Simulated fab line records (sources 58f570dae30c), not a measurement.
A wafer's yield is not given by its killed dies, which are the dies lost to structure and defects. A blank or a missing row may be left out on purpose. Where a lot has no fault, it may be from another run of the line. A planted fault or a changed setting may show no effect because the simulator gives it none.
Problem report in the 8D (eight disciplines) form, filled by code -- flow berkeley cmos170 -- the parts of the form that need people (team, actions taken, sign-off) are left out

1. THE ISSUE
Wafers free of any fault read 0.0321 ohm/sq (standard deviation 0.00037) for M3_AL_RS at UCB170_M3_RS_MEAS_02, against a mean of 0.0470 ohm/sq on 6 wafers of 2 lots. Measured from the usual mean, that is +40 standard deviations.
The step: measures by four-point-probe.
First seen on wafer L601.2, day 11 22:22, on film metro-02. The record has a number at this step for 42 wafers belonging to 14 lots. Rule for "out" (also "out of limits"): further than 4 standard deviations from the usual mean. The rest of the wafers with a number are treated as sound.

2. WHAT IT IS, AND WHAT IT ISN'T
question,is,is not
which readings at this step,M3_AL_RS,-
which lots,"L601, L603","L581, L582, L583, L585, L586, L587, L588, L589, L590, L591, L593, L602"
which wafers of those lots,all that have a number,-
read on which gauges,film metro-02,"film metro-01, film metro-04"
when,from day 11 22:22,up to then (33 sound wafers); but 3 sound wafers of L602 came after

3. WHAT RULES OUT EACH SUSPECT
Counting: a tool at a process step up to the reading stays a suspect if it ran every lot that is out and no sound lot after the first of them.
- ruled out: the gauge at UCB170_M3_RS_MEAS_02. All the wafers that are out were read on film metro-02, but those of them that UCB170_M3_METAL_ETCH_18 has rows for are out there too, on other tools.
- pvd sputter-02 at UCB170_M3_SPUTTER_01 (material Al, target thk 900 nm, time 120 s): kept. It processed each lot that is out, first L601 at day 11 22:16, and no sound lot thereafter; up to then, the last sound lot it processed was L590 at day 9 19:46.
After counting, what remains is pvd sputter-02 at UCB170_M3_SPUTTER_01.

4. THE CAUSE (what the simulator had put in)
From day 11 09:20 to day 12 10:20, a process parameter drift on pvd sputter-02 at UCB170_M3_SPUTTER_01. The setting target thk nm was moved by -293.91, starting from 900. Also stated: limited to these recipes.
The count eliminated every tool but this one.

5. SEQUENCE OF EFFECTS, ordered by route
Each row: a reading where the mean over the struck wafers with a number is more than 3 standard deviations away from the usual. Scope: only readings with a usual standard deviation given in the record; hours: median across lots of the time from each lot's start at the first step in this table that gives one to its start at this step; sigmas: change in usual standard deviations.
hours,step,reading,usual,on struck wafers,change,sigmas
0,UCB170_M3_RS_MEAS_02,M3_AL_RS,0.0321 ohm/sq,0.0470,+0.0149,+40
0,UCB170_M3_THK_MEAS_03,M3_AL_THK,884 nm,607,-277,-28
4,UCB170_M3_METAL_ETCH_18,oes product au,0.854 a.u.,0.704,-0.150,-11
The process steps in it:
- UCB170_M3_METAL_ETCH_18: etches Al in Cl2/BCl3, stops on SiO2, target depth 1170 nm, time 195 s.

6. WHAT WOULD HAVE CAUGHT IT SOONER
The first out-of-limits reading at a measuring or inspecting step in this record came at day 11 22:22, 13 hours after the fault's start at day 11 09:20.
An alarm limit of 4 standard deviations would not have fired on the tool readings at UCB170_M3_SPUTTER_01 for which the record gives a usual standard deviation, since none of them was out on any struck wafer.
Lots out: 2; of these, L603 started UCB170_M3_SPUTTER_01 on pvd sputter-02 after day 11 22:22. A tool hold placed at that time would have kept it from harm.
